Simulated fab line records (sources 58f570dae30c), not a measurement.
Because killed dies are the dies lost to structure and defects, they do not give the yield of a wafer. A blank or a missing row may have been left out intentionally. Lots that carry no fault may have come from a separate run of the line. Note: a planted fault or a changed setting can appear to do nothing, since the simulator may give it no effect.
Chamber matching | flow berkeley-cmos170 | 4 sister chambers for UCB170_M3_ETCH_17 on rie-diel-03
The step etches BARC in N2/H2. 4 wafers are shown with their chamber, then 7 later ones without.

EACH WAFER AND ITS CHAMBER
wafer  | chamber | drypump-motor-current-A (A)
L625.2 | 3       | 5.4
L627.3 | 0       | 6.2
L632.2 | 2       | 5.9
L632.4 | 1       | 5.6

WAFERS WITH NO CHAMBER GIVEN
wafer  | drypump-motor-current-A (A)
L632.6 | 5.6
L636.2 | 5.8
L636.3 | 5.6
L636.5 | 5.6
L640.1 | 5.4
L640.5 | 5.8
L640.6 | 5.4

THE CHAMBER EACH PASSED THROUGH
wafer  | from the rows above     | in truth
L632.6 | 1                       | 1
L636.2 | can't be placed: 2 or 1 | 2
L636.3 | 1                       | 1
L636.5 | 1                       | 1
L640.1 | 3                       | 3
L640.5 | can't be placed: 2 or 1 | 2
L640.6 | 3                       | 3
Correctly placed: 5 of 7. Can't be placed from these rows: 2 (the true chamber is among the candidates in 2). Placed wrongly: 0.
How it was worked out, from the rows above alone: a wafer's distance from a chamber is the root of the sum, over the readings, of the square of ((its reading less the chamber's mean) divided by the reading's scatter). If the next closest chamber is less than 2 further off than the closest, the wafer can't be placed; otherwise it belongs to the closest. A chamber's mean is the mean of its shown wafers. The scatter: root of mean squared gap, hidden wafer to nearest shown wafer, with one shown wafer a chamber.
